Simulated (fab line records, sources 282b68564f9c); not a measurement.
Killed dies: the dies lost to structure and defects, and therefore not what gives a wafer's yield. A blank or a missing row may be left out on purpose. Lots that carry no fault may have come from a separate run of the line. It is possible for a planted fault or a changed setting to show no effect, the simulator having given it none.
A struck lot beside a sound one    flow rit cmos    44 out of 202 route steps
Sound: wafers L962.1, L962.3, L962.4. Wafers L969.1, L969.2, L969.3 were the ones struck. The cause is named last.
Each step with rows lists, per side, the tool, then ch with its chambers, then its first start. Under that, the readings that differ: sound wafers    struck wafers    difference of the means    sigmas: that difference in standard deviations of wafers without a fault.
alike: readings whose means differ by less than 2 such deviations, and words and numbers that are the same on both sides. not compared: withheld readings, readings that some wafer has no value for, bounds like >300 that may hide the same value, and numbers for which the record gives no deviation and whose values overlap.
A row with sigmas, a row that says differs or no value, or rows on one side alone: a step with any of these is where the two part. Non-overlapping numbers with no deviation appear without sigmas and do not part them. Lack of a reading on every wafer of one side parts them only where that side has two or more wafers.

first, 1 step without rows for these wafers: RIT_ACTIVE_DEVELOP_10 (develop time 50 s).
RIT_ACTIVE_CD_MEAS_11: target cd 1400 nm.
  sound on cd sem-01 at day 3 08:24; struck on cd sem-02 at day 4 17:56
  alike: cd nm
then, 1 step without rows for these wafers: RIT_ACTIVE_HARDBAKE_12 (time 60 s).
RIT_ACTIVE_ETCH_13: etches Si3N4 in SF6, stops on SiO2, time 210 s, target depth 210 nm.
  sound on rie diel-02 ch 1,2,3, day 3 08:40; struck on rie diel-03 ch 0,1,2, day 4 18:13
reading                sound              struck             difference  sigmas
oes product au (a.u.)  0.798 0.791 0.814  0.847 0.833 0.822  +0.033      +2
  alike: drypump motor current A, throttle valve pct
  not compared: rf hours counter h
RIT_ACTIVE_STRIP_14: strips in O2, time 180 s.
  sound on plasma asher-02 ch 0,1, day 3 08:49; struck on plasma asher-03 ch 0,1, day 4 18:20
  alike: drypump motor current A
  not compared: rf hours counter h
RIT_ACTIVE_CD_MEAS_90: target cd 1400 nm.
  sound on cd sem-01 at day 3 09:02; struck on cd sem-02 at day 4 18:31
  alike: cd nm
then, 4 steps without rows for these wafers: RIT_ACTIVE_CLEAN_15 (cleans in SC1, time 600 s); RIT_ACTIVE_CLEAN_16 (cleans in dHF, time 30 s); RIT_ACTIVE_CLEAN_17 (cleans in SC2, time 600 s); RIT_FOX1_OXIDATION_00 (target thk 350.7 nm, ox time 1130 s).
RIT_FOX1_THK_MEAS_01:
  sound on film metro-02 at day 3 10:50; struck on film metro-03 at day 4 21:30
  alike: FOX1_OXIDE_THK
then, 1 step without rows for these wafers: RIT_FOX1_WET_ETCH_02 (etches SiO2 in BOE, target depth 350 nm, time 390 s).
RIT_FOX2_OXIDATION_00: target thk 350.7 nm, ox time 1082 s.
  sound on furnace-01 ch 0, day 3 11:01; struck on furnace-03 ch 0, day 5 02:03
RIT_FOX2_THK_MEAS_01:
  sound on film metro-04 at day 3 12:20; struck on film metro-03 at day 5 03:25
reading              sound        struck       difference  sigmas
FOX2_OXIDE_THK (nm)  342 347 345  516 516 516  +171        +25
RIT_FOX2_CLEAN_02: cleans in dHF, time 180 s.
  sound on wet bench-03 ch 1, day 3 12:23; struck on wet bench-03 ch 1, day 5 03:29
reading                                      sound            struck             difference  sigmas
model.SiO2_of_FOX2_OXIDATION_00.thk nm (nm)  326 330.1 328.9  499.4 500.3 499.6  +171.4      
  not compared: model.Si3N4_of_ACTIVE_CVD_03.thk nm
RIT_FOX2_WET_ETCH_03: etches Si3N4 in H3PO4, target depth 195 nm, time 2700 s.
  sound on wet bench-03 ch 1, day 3 12:27; struck on wet bench-04 ch 3, day 5 03:46
reading                                      sound              struck           difference  sigmas
model.SiO2_of_FOX2_OXIDATION_00.thk nm (nm)  315.4 319.6 318.4  488.8 489.7 489  +171.4      
  alike: temp c
RIT_FOX2_THK_MEAS_90:
  sound on film metro-02 at day 3 13:13; struck on film metro-02 at day 5 04:35
reading                      sound        struck       difference  sigmas
FIELD_OXIDE_LEFT_1_THK (nm)  316 320 318  489 490 489  +171        +26
then, 6 steps without rows for these wafers: RIT_NWELL_HMDS_00 (prime time 60 s); RIT_NWELL_COAT_01 (resist thk 1300 nm); RIT_NWELL_SOFTBAKE_02 (time 60 s); RIT_NWELL_EXPOSE_03 (exposes mask M2, target cd 43900 nm); RIT_NWELL_PEB_04; RIT_NWELL_DEVELOP_05 (develop time 68 s).
RIT_NWELL_OVL_MEAS_06:
  sound on overlay-02 at day 3 14:10; struck on overlay-01 at day 5 05:44
  alike: NWELL_OVL
then, 2 steps without rows for these wafers: RIT_NWELL_HARDBAKE_07 (time 120 s); RIT_NWELL_IMPLANT_08.
RIT_NWELL_STRIP_09: strips in O2, time 180 s.
  sound on plasma asher-02 ch 0,1, day 3 14:35; struck on plasma asher-02 ch 0,1, day 5 06:14
  alike: drypump motor current A
  not compared: rf hours counter h
RIT_NWELL_TW_MEAS_10:
  sound on film metro-04 at day 3 14:46; struck on film metro-03 at day 5 06:24
  alike: NWELL_TW
then, 6 steps without rows for these wafers: RIT_PWELL_HMDS_00 (prime time 60 s); RIT_PWELL_COAT_01 (resist thk 1300 nm); RIT_PWELL_SOFTBAKE_02 (time 60 s); RIT_PWELL_EXPOSE_03 (exposes mask M3, target cd 43700 nm); RIT_PWELL_PEB_04; RIT_PWELL_DEVELOP_05 (develop time 68 s).
RIT_PWELL_OVL_MEAS_06:
  sound on overlay-01 at day 3 15:43; struck on overlay-01 at day 5 07:30
  alike: PWELL_OVL
then, 2 steps without rows for these wafers: RIT_PWELL_HARDBAKE_07 (time 120 s); RIT_PWELL_IMPLANT_08.
RIT_PWELL_STRIP_09: strips in O2, time 180 s.
  sound on plasma asher-03 ch 0,1, day 3 16:08; struck on plasma asher-04 ch 0,1, day 5 07:56
  alike: drypump motor current A
  not compared: rf hours counter h
RIT_PWELL_TW_MEAS_10:
  sound on film metro-03 at day 3 16:19; struck on film metro-03 at day 5 08:07
  alike: PWELL_TW
then, 1 step without rows for these wafers: RIT_WELLDRIVE_ANNEAL_00 (time 14700 s).
RIT_WELLDRIVE_RS_MEAS_01: a four-point-probe measurement.
  sound on film metro-01 at day 3 21:35; struck on film metro-01 at day 5 13:34
  alike: NWELL_RS
RIT_WELLDRIVE_RS_MEAS_02: a four-point-probe measurement.
  sound on film metro-01 at day 3 21:42; struck on film metro-01 at day 5 13:41
  alike: PWELL_RS
RIT_FOX2_THK_MEAS_91:
  sound on film metro-04 at day 4 01:23; struck on film metro-03 at day 5 17:50
reading                      sound        struck       difference  sigmas
FIELD_OXIDE_LEFT_2_THK (nm)  248 252 250  421 422 422  +172        +25
RIT_M1_PROBE_99:
  only the struck wafers here have rows in the record (prober-02, day 7 00:11); the sound ones have none

WHERE THEY PART
At RIT_ACTIVE_ETCH_13 first; at RIT_M1_PROBE_99 last (within this record only).

WHY: whatever the simulator had introduced
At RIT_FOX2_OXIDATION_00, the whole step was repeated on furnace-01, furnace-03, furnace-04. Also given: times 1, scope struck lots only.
